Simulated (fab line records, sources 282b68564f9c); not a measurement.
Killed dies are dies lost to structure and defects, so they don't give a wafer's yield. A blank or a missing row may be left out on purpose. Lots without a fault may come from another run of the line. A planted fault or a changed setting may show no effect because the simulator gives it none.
fab line records | flow rit_cmos
record lots=6 wafers=18 last_day=7
route steps=202 shown SPACER@127 NSD@131 PSD@142 SDANNEAL@153 PLDD@159 M1@202
lots that met no fault: from a run of the same line without faults
start_h: hours from the record's first day to the start of the lot's first wafer shown | wait_h: hours since the lot's step before | " the same as in the row above | L1.1+2: a row that stands for several wafers | - no value, or no start given | * or withheld: withheld | < > ~ a bound
route shown NAME@n: a module of which the file shows steps, and the number in the route of the first | usual: mean/standard deviation of fault-free wafers | same: alike in all rows | chamber/n: place in a boat | sites: the reading at each site | _std_site: their standard deviation | _edge_site: outer sites' mean less inner sites' | radius_mm: how far each site lies from the wafer's centre | mask NAME#n: copy n | behind: the tool/chamber that last shaped the wafer | hold: why the lot was held/for how many hours/how that ended | device: the transistor (n, p or np) that didn't switch | end of line: the same wafers' tests at the end of the route | a step without rows: its recipe alone | killed: dies lost to structure and defects at the first sort, not the wafer's yield | map: a wafer's dies, x killed, . not, _ none there
set.NAME: the setting as run; set.NAME@STEP: as run at that earlier step | model.NAME: the simulator's own value behind a step, which no gauge read
lots at some steps of the route; a table a step, a row a wafer
services: from which hour (start_h, from the record's first day; less than 0 if before it) a tool's chamber was out of use, for how many hours, and why
## steps
# step RIT_SPACER_CLEAN_02
# recipe chemistry=SC2 mix=3:3:50 time_s=600 temp_c=75 dry=n2_spin
# step RIT_SPACER_CVD_03
# recipe material=Si3N4 target_thk_nm=250 temp_c=810 precursor=SiH2Cl2/NH3 time_s=3300 pressure_mtorr=300 sih2cl2_flow_sccm=60 nh3_flow_sccm=150
# step RIT_SPACER_THK_MEAS_04
# recipe reads=Si3N4_of_SPACER_CVD_03
# usual SPACER_NITRIDE_THK=249.9/2.2
# columns lot.wafer tool chamber start_h wait_h SPACER_NITRIDE_THK[nm]
L302.2 film_metro-03 - 75.70 0.0 247.5
L302.3 " - " " 249.9
L302.5 " - " " 249.4
L303.1 film_metro-04 - 79.34 0.0 247.2
L303.2 " - " " 249.5
L303.4 " - " " 246.7
L305.2 film_metro-01 - 91.10 0.0 246.1
L305.5 " - " " 247.0
L305.6 " - " " 246.7
L317.4 film_metro-01 - 151.25 0.0 251.2
L317.5 " - " " 251.0
L317.6 " - " " 251.9
L318.1 film_metro-04 - 153.78 0.0 252.2
L318.4 " - " " 250.2
L318.5 " - " " 253.4
L320.3 film_metro-03 - 165.85 0.0 252.1
L320.5 " - " " 251.5
L320.6 " - " " 251.9
# step RIT_SPACER_ETCHBACK_05
# recipe target_depth_a=2500 SF6_flow_sccm=30 CHF3_flow_sccm=30 target=Si3N4 chemistry=SF6/CHF3 pressure_mtorr=40 rf_w=250 time_s=240 stop_on=SiO2
# usual drypump_motor_current_A=5.7/0.42 oes_product_au=0.840/0.013 throttle_valve_pct=10.31/0.18
# columns lot.wafer tool chamber start_h wait_h drypump_motor_current_A oes_product_au rf_hours_counter_h throttle_valve_pct
L302.2 rie_diel-03 0 75.75 0.0 5.3 0.846 43 10.62
L302.3 " 1 " " 5.6 0.858 159 10.26
L302.5 " 3 " " 5.4 0.827 - 10.52
L303.1 rie_diel-03 0 79.40 0.1 5.3 0.839 43 10.62
L303.2 " 2 " " 6.1 0.819 130 10.12
L303.4 " 3 " " 5.4 0.816 2 10.52
L305.2 rie_diel-03 1 91.15 0.0 5.6 0.847 159 10.25
L305.5 " 1 " " 5.5 0.850 - 10.26
L305.6 " 0 " " 5.3 0.838 - 10.59
L317.4 rie_diel-04 3 151.28 0.0 6.1 0.856 29 10.12
L317.5 " 3 " " 6.1 0.860 - 10.14
L317.6 " 2 " " 5.4 0.853 - 10.09
L318.1 rie_diel-01 0 153.84 0.1 5.3 0.862 5 10.25
L318.4 " 2 " " 5.5 0.840 24 10.54
L318.5 " 3 " " 5.4 0.866 - 10.05
L320.3 rie_diel-03 1 165.89 0.0 5.6 0.846 1 10.26
L320.5 " 2 " " 6.1 0.826 - 10.12
L320.6 " 1 " " 5.6 0.849 - 10.27
# step RIT_NSD_HMDS_00
# recipe prime_time_s=60 prime_temp_c=140
# step RIT_NSD_COAT_01
# recipe resist=NOVOLAK spin_rpm=3250 resist_thk_nm=1000
# step RIT_NSD_SOFTBAKE_02
# recipe resist=NOVOLAK temp_c=90 time_s=60
# step RIT_NSD_EXPOSE_03
# recipe mask_id=M9 na=0.57 target_cd_nm=40700 dose_mj=250
# step RIT_NSD_PEB_04
# recipe resist=NOVOLAK temp_c=withheld time_s=withheld
# step RIT_NSD_DEVELOP_05
# recipe resist=NOVOLAK develop_time_s=50 dev_temp_c=23
# step RIT_NSD_OVL_MEAS_06
# usual NSD_OVL=-0.8/1.5
# columns lot.wafer tool chamber start_h wait_h NSD_OVL[nm]
L302.2 overlay-02 - 76.76 - 0.8
L302.3 " - " " -1.2
L302.5 " - " " 1.3
L303.1 overlay-01 - 80.40 - -0.9
L303.2 " - " " 0.4
L303.4 " - " " -0.8
L305.2 overlay-02 - 92.15 - -2.6
L305.5 " - " " -0.3
L305.6 " - " " -0.6
L317.4 overlay-02 - 152.49 - 0.7
L317.5 " - " " 0.0
L317.6 " - " " 1.5
L318.1 overlay-01 - 154.96 - -1.6
L318.4 " - " " -2.2
L318.5 " - " " -2.5
L320.3 overlay-01 - 167.07 - -0.9
L320.5 " - " " -0.7
L320.6 " - " " 0.9
# step RIT_NSD_HARDBAKE_07
# recipe resist=NOVOLAK temp_c=140 time_s=60
# step RIT_NSD_IMPLANT_08
# recipe species=P energy_kev=25 dose_cm2=1e+15 tilt_deg=7
# usual dose_ions_cm2=9.999e+14/1.1e+12 faraday_current_uA=3128/59
# columns lot.wafer tool chamber start_h wait_h dose_ions_cm2 faraday_current_uA
L302.2 implanter-03 0 76.96 0.1 9.982e+14 3187
L302.3 " 0 " " 9.973e+14 3129
L302.5 " 0 " " 9.986e+14 3120
L303.1 implanter-03 0 80.59 0.1 6.984e+14 2171
L303.2 " 0 " " 6.996e+14 2194
L303.4 " 0 " " 6.988e+14 2173
L305.2 implanter-03 0 92.36 0.1 6.995e+14 2219
L305.5 " 0 " " 6.992e+14 2254
L305.6 " 0 " " 7.016e+14 2191
L317.4 implanter-03 0 152.73 0.1 1.0011e+15 3131
L317.5 " 0 " " 1.0007e+15 3127
L317.6 " 0 " " 1.0007e+15 3111
L318.1 implanter-04 0 155.30 0.1 1.0007e+15 3197
L318.4 " 0 " " 1.0016e+15 3068
L318.5 " 0 " " 1e+15 3122
L320.3 implanter-03 0 167.29 0.1 9.998e+14 3058
L320.5 " 0 " " 9.991e+14 3037
L320.6 " 0 " " 1.0007e+15 3078
# step RIT_NSD_STRIP_09
# recipe chemistry=O2 time_s=180 resist=NOVOLAK platen_temp_c=withheld power_w=500 pressure_mtorr=4000 o2_flow_sccm=4000
# usual drypump_motor_current_A=5.9/0.57
# columns lot.wafer tool chamber start_h wait_h drypump_motor_current_A rf_hours_counter_h
L302.2 plasma_asher-02 1 77.09 0.1 5.7 43
L302.3 " 1 " " 5.7 -
L302.5 " 0 " " 6.6 -
L303.1 plasma_asher-03 0 80.74 0.1 6.4 44
L303.2 " 1 " " 5.3 44
L303.4 " 0 " " 6.4 -
L305.2 plasma_asher-03 0 92.48 0.1 6.4 45
L305.5 " 0 " " 6.4 -
L305.6 " 1 " " 5.2 -
L317.4 plasma_asher-03 0 152.86 0.1 6.4 -
L317.5 " 0 " " 6.4 -
L317.6 " 1 " " 5.2 -
L318.1 plasma_asher-02 1 155.45 0.1 5.8 51
L318.4 " 0 " " 6.6 -
L318.5 " 0 " " 6.6 -
L320.3 plasma_asher-03 1 167.45 0.1 5.3 -
L320.5 " 0 " " 6.4 -
L320.6 " 1 " " 5.3 -
# step RIT_NSD_TW_MEAS_10
# usual NSD_TW=3110/14
# columns lot.wafer tool chamber start_h wait_h NSD_TW
L302.2 film_metro-03 - 77.27 0.1 3122
L302.3 " - " " 3117
L302.5 " - " " 3124
L303.1 film_metro-04 - 80.91 0.1 2856
L303.2 " - " " 2859
L303.4 " - " " 2866
L305.2 film_metro-02 - 92.67 0.1 2908
L305.5 " - " " 2893
L305.6 " - " " 2886
L317.4 film_metro-04 - 153.01 0.1 3093
L317.5 " - " " 3086
L317.6 " - " " 3092
L318.1 film_metro-03 - 155.62 0.1 3096
L318.4 " - " " 3106
L318.5 " - " " 3114
L320.3 film_metro-02 - 167.59 0.1 3101
L320.5 " - " " 3110
L320.6 " - " " 3120
# step RIT_PSD_HMDS_00
# recipe prime_time_s=60 prime_temp_c=140
# step RIT_PSD_COAT_01
# recipe resist=NOVOLAK spin_rpm=3250 resist_thk_nm=1000
# step RIT_PSD_SOFTBAKE_02
# recipe resist=NOVOLAK temp_c=90 time_s=60
# step RIT_PSD_EXPOSE_03
# recipe mask_id=M10 na=0.57 target_cd_nm=40900 dose_mj=250
# step RIT_PSD_PEB_04
# recipe resist=NOVOLAK temp_c=withheld time_s=withheld
# step RIT_PSD_DEVELOP_05
# recipe resist=NOVOLAK develop_time_s=50 dev_temp_c=23
# step RIT_PSD_OVL_MEAS_06
# usual PSD_OVL=-0.6/1.3
# columns lot.wafer tool chamber start_h wait_h PSD_OVL[nm]
L302.2 overlay-02 - 78.30 - -0.2
L302.3 " - " " -0.9
L302.5 " - " " -1.3
L303.1 overlay-01 - 81.95 - 1.4
L303.2 " - " " 1.3
L303.4 " - " " 1.0
L305.2 overlay-01 - 93.70 - -1.2
L305.5 " - " " -0.1
L305.6 " - " " 0.4
L317.4 overlay-01 - 153.91 - 0.9
L317.5 " - " " -0.8
L317.6 " - " " 0.3
L318.1 overlay-02 - 156.59 - -2.9
L318.4 " - " " -1.7
L318.5 " - " " -1.1
L320.3 overlay-01 - 168.70 - -1.3
L320.5 " - " " -1.8
L320.6 " - " " -2.1
# step RIT_PSD_HARDBAKE_07
# recipe resist=NOVOLAK temp_c=140 time_s=60
# step RIT_PSD_IMPLANT_08
# recipe species=BF2 energy_kev=27 dose_cm2=5e+15 tilt_deg=7
# step RIT_PSD_STRIP_09
# recipe chemistry=O2 time_s=180 resist=NOVOLAK platen_temp_c=withheld power_w=500 pressure_mtorr=4000 o2_flow_sccm=4000
# usual drypump_motor_current_A=6.0/0.48
# columns lot.wafer tool chamber start_h wait_h drypump_motor_current_A rf_hours_counter_h
L302.2 plasma_asher-01 1 78.63 0.1 6.3 28
L302.3 " 0 " " 5.9 -
L302.5 " 0 " " 5.9 -
L303.1 plasma_asher-03 0 82.28 0.1 6.4 44
L303.2 " 1 " " 5.2 44
L303.4 " 1 " " 5.3 -
L305.2 plasma_asher-03 1 94.03 0.1 5.3 45
L305.5 " 1 " " 5.3 -
L305.6 " 0 " " 6.4 -
L317.4 plasma_asher-03 0 154.28 0.1 6.4 -
L317.5 " 1 " " 5.3 -
L317.6 " 0 " " 6.4 -
L318.1 plasma_asher-01 0 156.92 0.1 5.8 37
L318.4 " 0 " " 5.8 -
L318.5 " 0 " " 5.8 -
L320.3 plasma_asher-03 0 169.24 0.1 6.4 -
L320.5 " 1 " " 5.3 -
L320.6 " 0 " " 6.4 -
# step RIT_PSD_TW_MEAS_10
# usual PSD_TW=3412/14
# columns lot.wafer tool chamber start_h wait_h PSD_TW
L302.2 film_metro-04 - 78.82 0.1 3425
L302.3 " - " " 3432
L302.5 " - " " 3419
L303.1 film_metro-03 - 82.46 0.1 3424
L303.2 " - " " 3418
L303.4 " - " " 3415
L305.2 film_metro-03 - 94.21 0.1 3428
L305.5 " - " " 3407
L305.6 " - " " 3433
L317.4 film_metro-03 - 154.43 0.1 3424
L317.5 " - " " 3406
L317.6 " - " " 3405
L318.1 film_metro-04 - 157.10 0.1 3398
L318.4 " - " " 3395
L318.5 " - " " 3392
L320.3 film_metro-04 - 169.37 0.1 3397
L320.5 " - " " 3412
L320.6 " - " " 3398
# step RIT_SDANNEAL_CLEAN_00
# recipe chemistry=SC1 mix=3:3:50 time_s=600 temp_c=75
# step RIT_SDANNEAL_CLEAN_01
# recipe chemistry=dHF dilution=50:1 time_s=30
# step RIT_SDANNEAL_CLEAN_02
# recipe chemistry=SC2 mix=3:3:50 time_s=600 temp_c=75 dry=n2_spin
# step RIT_SDANNEAL_RTA_03
# recipe temp_c=1050 time_s=5 idle_temp_c=600 ramp_up_c_per_s=342 ramp_down_c_per_s=171 cool_to_c=600 ambient=N2
# usual wafer_temp_C_max=1053.6/1.1
# columns lot.wafer tool chamber start_h wait_h wafer_temp_C_max
L302.2 rtp_anneal-02 0 79.26 0.0 1053.6
L302.3 " 0 " " 1052.6
L302.5 " 0 " " 1053.5
L303.1 rtp_anneal-01 0 82.92 0.0 1054.3
L303.2 " 0 " " 1054.4
L303.4 " 0 " " 1052.3
L305.2 rtp_anneal-01 0 94.64 0.0 1053.0
L305.5 " 0 " " 1053.9
L305.6 " 0 " " 1053.2
L317.4 rtp_anneal-01 0 154.86 0.0 1054.2
L317.5 " 0 " " 1054.1
L317.6 " 0 " " 1052.5
L318.1 rtp_anneal-02 0 157.56 0.0 1053.4
L318.4 " 0 " " 1051.8
L318.5 " 0 " " 1054.1
L320.3 rtp_anneal-02 0 169.80 0.0 1053.5
L320.5 " 0 " " 1054.4
L320.6 " 0 " " 1051.9
# step RIT_SDANNEAL_RS_MEAS_04
# recipe thk_meas_gauge=four-point-probe
# usual PSD_RS=115.8/0.34
# columns lot.wafer tool chamber start_h wait_h PSD_RS[ohm/sq]
L302.2 film_metro-03 - 79.37 0.1 115.7
L302.3 " - " " 115.7
L302.5 " - " " 115.4
L303.1 film_metro-02 - 82.98 0.0 115.8
L303.2 " - " " 115.7
L303.4 " - " " 116.1
L305.2 film_metro-03 - 94.71 0.1 116.0
L305.5 " - " " 115.2
L305.6 " - " " 115.6
L317.4 film_metro-04 - 154.95 0.1 116.3
L317.5 " - " " 116.3
L317.6 " - " " 116.4
L318.1 film_metro-04 - 157.61 0.0 115.9
L318.4 " - " " 116.3
L318.5 " - " " 116.2
L320.3 film_metro-03 - 169.88 0.1 116.0
L320.5 " - " " 116.1
L320.6 " - " " 115.7
# step RIT_SDANNEAL_RS_MEAS_05
# recipe thk_meas_gauge=four-point-probe
# usual NSD_RS=84.45/0.25
# columns lot.wafer tool chamber start_h wait_h NSD_RS[ohm/sq]
L302.2 film_metro-03 - 79.49 0.1 84.08
L302.3 " - " " 84.53
L302.5 " - " " 84.09
L303.1 film_metro-02 - 83.10 0.1 112.48
L303.2 " - " " 112.11
L303.4 " - " " 112.18
L305.2 film_metro-03 - 94.83 0.1 111.80
L305.5 " - " " 111.42
L305.6 " - " " 111.47
L317.4 film_metro-04 - 155.07 0.1 84.39
L317.5 " - " " 84.62
L317.6 " - " " 84.56
L318.1 film_metro-04 - 157.73 0.1 83.97
L318.4 " - " " 84.62
L318.5 " - " " 84.31
L320.3 film_metro-03 - 170.00 0.1 84.85
L320.5 " - " " 84.72
L320.6 " - " " 84.56
# step RIT_SDANNEAL_RS_MEAS_06
# recipe thk_meas_gauge=four-point-probe
# usual PLDD_RS=178.5/0.5
# columns lot.wafer tool chamber start_h wait_h PLDD_RS[ohm/sq]
L302.2 film_metro-03 - 79.61 0.1 178.4
L302.3 " - " " 178.7
L302.5 " - " " 179.1
L303.1 film_metro-02 - 83.22 0.1 178.9
L303.2 " - " " 179.4
L303.4 " - " " 179.1
L305.2 film_metro-03 - 94.95 0.1 177.6
L305.5 " - " " 178.1
L305.6 " - " " 177.9
L317.4 film_metro-04 - 155.19 0.1 178.2
L317.5 " - " " 178.6
L317.6 " - " " 178.8
L318.1 film_metro-04 - 157.85 0.1 178.5
L318.4 " - " " 178.8
L318.5 " - " " 178.8
L320.3 film_metro-03 - 170.12 0.1 178.8
L320.5 " - " " 178.8
L320.6 " - " " 179.2
# step RIT_M1_PROBE_99
# usual killed_at_front_end=7.1/3 killed_dies=7.2/3 killed_on_rim=1.9/1.4 killed_open=3.7/2 killed_short=3.5/2
# same gross_dies=264 killed_at_M0_to_M3=0 killed_at_M4_up=0 killed_at_back_side=0 killed_at_contacts=0 killed_at_other=0
# columns lot.wafer tool chamber start_h wait_h killed_at_front_end killed_dies killed_on_rim killed_open killed_short model.etest.nmos_0p3.r_on_ohm_um model.etest.nmos_0p15.r_on_ohm_um model.etest.nmos_0p15.drive_ua_um model.etest.contact_nplus.end_ohm_um model.etest.nmos_narrow.drive_ua_um model.etest.nmos_0p3.drive_ua_um model.etest.nmos_0p15.junction_log10_a_um model.etest.nmos_0p15.tox_inv_nm
L302.2 prober-02 - 87.48 0.1 5 5 1 4 1 2206 1131 468.2 41.54 216.5 215.9 -13.34 4.537
L302.3 prober-02 - 87.53 0.2 8 8 2 3 5 2179 1123 458.6 42.11 215.7 215.2 -13.61 4.604
L302.5 prober-02 - 87.63 0.2 3 3 0 2 1 2189 1116 470.7 41.35 216.6 214.3 -13.49 4.577
L303.1 prober-01 - 90.63 0.1 13 13 4 7 6 2299 1248 436.2 71.73 212.5 210.6 -12.97 4.814
L303.2 prober-01 - 90.68 0.1 6 6 0 2 4 2332 1295 427 72.32 214.2 211.1 -13.02 4.768
L303.4 prober-01 - 90.78 0.2 6 6 0 1 5 2336 1280 433.5 73.45 216.3 211.5 -13.15 4.76
L305.2 prober-01 - 102.82 0.1 4 4 1 2 2 2307 1249 429.3 69.36 207.3 212.3 -13.24 4.83
L305.5 prober-01 - 102.97 0.2 4 4 1 1 3 2280 1227 441.1 69.19 215.5 217.5 -13.25 4.751
L305.6 prober-01 - 103.02 0.2 2 2 0 1 1 2323 1266 434.2 71.66 210.3 211 -13.14 4.786
L317.4 prober-01 - 163.79 0.2 4 4 1 2 2 2086 1084 489.3 39.71 234.1 231.8 -13.77 4.511
L317.5 prober-01 - 163.84 0.2 5 5 2 2 3 2117 1123 486.5 41.67 238.3 234.2 -13.7 4.515
L317.6 prober-01 - 163.89 0.2 9 9 1 4 5 2055 1078 504.5 40.27 240.7 242.1 -13.82 4.448
L318.1 prober-02 - 165.45 0.1 3 3 1 0 3 2106 1064 491.4 39.2 229.2 226.2 -13.71 4.534
L318.4 prober-02 - 165.60 0.2 10 10 3 5 5 2100 1058 499.6 41.22 234.4 227.5 -13.48 4.501
L318.5 prober-02 - 165.65 0.2 9 9 2 2 7 2124 1075 490.4 40.9 226.5 225.7 -13.6 4.56
L320.3 prober-02 - 177.72 0.2 8 8 1 5 3 2150 1139 448.6 42.41 221.4 221.5 -13.41 4.52
L320.5 prober-02 - 177.82 0.2 9 9 2 4 5 2151 1138 466.8 42.49 227.9 226.2 -13.53 4.456
L320.6 prober-02 - 177.87 0.2 6 6 0 4 2 2156 1106 467.4 40.58 224.9 222.2 -13.44 4.544
# killed by level:class
L302.2 GATE:geometric_particle:open=2 FOX2:geometric_particle:open=1 SPACER:geometric_particle:open=1 SPACER:geometric_particle:short=1
L302.3 GATE:geometric_particle:short=2 FOX1:geometric_particle:open=1 FOX1:geometric_particle:short=1 FOX2:geometric_particle:short=1 GATE:geometric_particle:open=1 REOX:geometric_particle:short=1 SILICIDE:geometric_particle:open=1
L302.5 FOX1:geometric_particle:short=1 GATE:geometric_particle:open=1 SPACER:geometric_particle:open=1
L303.1 FOX2:geometric_particle:open=3 GATE:geometric_particle:short=3 GATE:geometric_particle:open=2 REOX:geometric_particle:short=2 FOX1:geometric_particle:open=1 REOX:geometric_particle:open=1 SPACER:geometric_particle:short=1
L303.2 GATE:geometric_particle:short=2 FOX2:geometric_particle:short=1 SPACER:geometric_particle:open=1 SILICIDE:geometric_particle:open=1 SILICIDE:geometric_particle:short=1
L303.4 SPACER:geometric_particle:short=2 FOX2:geometric_particle:short=1 GATE:geometric_particle:short=1 SILICIDE:geometric_particle:open=1 SILICIDE:geometric_particle:short=1
L305.2 GATE:geometric_particle:short=2 FOX1:geometric_particle:open=1 SPACER:geometric_particle:open=1
L305.5 FOX1:geometric_particle:short=1 FOX2:geometric_particle:short=1 GATE:geometric_particle:short=1 REOX:geometric_particle:open=1
L305.6 GATE:geometric_particle:open=1 SPACER:geometric_particle:short=1
L317.4 FOX2:geometric_particle:short=2 FOX1:geometric_particle:open=1 SPACER:geometric_particle:open=1
L317.5 ACTIVE:geometric_particle:short=1 FOX1:geometric_particle:open=1 FOX1:geometric_particle:short=1 SPACER:geometric_particle:open=1 SILICIDE:geometric_particle:short=1
L317.6 SPACER:geometric_particle:short=3 FOX1:geometric_particle:open=1 FOX2:geometric_particle:open=1 REOX:geometric_particle:short=1 REOX:geometric_particle:open=1 SPACER:geometric_particle:open=1 SILICIDE:geometric_particle:short=1
L318.1 REOX:geometric_particle:short=2 FOX1:geometric_particle:short=1
L318.4 FOX1:geometric_particle:open=2 FOX1:geometric_particle:short=2 GATE:geometric_particle:open=2 REOX:geometric_particle:short=2 FOX2:geometric_particle:open=1 SILICIDE:geometric_particle:short=1
L318.5 GATE:geometric_particle:short=3 REOX:geometric_particle:open=2 FOX1:geometric_particle:short=1 FOX2:geometric_particle:short=1 REOX:geometric_particle:short=1 SPACER:geometric_particle:short=1
L320.3 FOX2:geometric_particle:open=3 GATE:geometric_particle:open=2 FOX2:geometric_particle:short=1 GATE:geometric_particle:short=1 SPACER:geometric_particle:short=1
L320.5 SPACER:geometric_particle:short=3 FOX2:geometric_particle:short=2 FOX1:geometric_particle:open=1 GATE:geometric_particle:open=1 SPACER:geometric_particle:open=1 SILICIDE:geometric_particle:open=1
L320.6 FOX1:geometric_particle:open=1 FOX1:geometric_particle:short=1 FOX2:geometric_particle:short=1 GATE:geometric_particle:open=1 REOX:geometric_particle:open=1 SILICIDE:geometric_particle:open=1
## services
# columns tool chamber start_h hours kind
rie_diel-01 - 64.93 14.6 pm
implanter-03 - 66.78 3.7 repair
plasma_asher-03 - 66.92 2.8 pm
rie_diel-04 2 82.42 - clean
rie_diel-04 2 82.42 12.5 scheduled_down
rie_diel-04 2 82.42 12.5 vent_cycle
rie_diel-03 2 89.44 15.4 repair
rie_diel-03 1 104.86 - clean
rie_diel-03 1 104.86 14.5 scheduled_down
rie_diel-03 1 104.86 14.5 vent_cycle
rie_diel-04 - 144.67 1.0 repair
rie_diel-03 - 151.04 14.6 pm
rie_diel-01 2 165.78 1.7 repair
## key
first_sign step=RIT_NSD_IMPLANT_08 reading=dose_ions_cm2 direction=down sigmas=99+ usual=9.999e+14 struck=6.995e+14
effect step=RIT_NSD_IMPLANT_08 reading=faraday_current_uA direction=down sigmas=16 usual=3128 struck=2200
effect step=RIT_NSD_TW_MEAS_10 reading=NSD_TW direction=down sigmas=16 usual=3110 struck=2878
effect step=RIT_SDANNEAL_RS_MEAS_05 reading=NSD_RS direction=up sigmas=99+ usual=84.45 struck=111.91
model_effect step=RIT_M1_PROBE_99 value=etest.nmos_0p3.r_on_ohm_um without=2143 struck=2313
met_at RIT_NSD_IMPLANT_08
struck_wafers L303.1,L303.2,L303.4,L305.2,L305.5,L305.6
tester_left_out L303,L305
onset_between 76.96 80.59
fault kind=process_parameter_drift tool=implanter-03 chamber=- onset_h=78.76 steps=RIT_NSD_IMPLANT_08 channel=dose_cm2 offset=-3e+14 shape=step end_h=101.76 acts_in=these_recipes_only stated=1e+15
# tester_left_out: of these lots the tester's yield and bins aren't shown, on N5 and GAA mostly nor the transistor test; their killed dies are dies lost to structure and defects alone, not to doping, threshold or leakage, so they don't give the yield
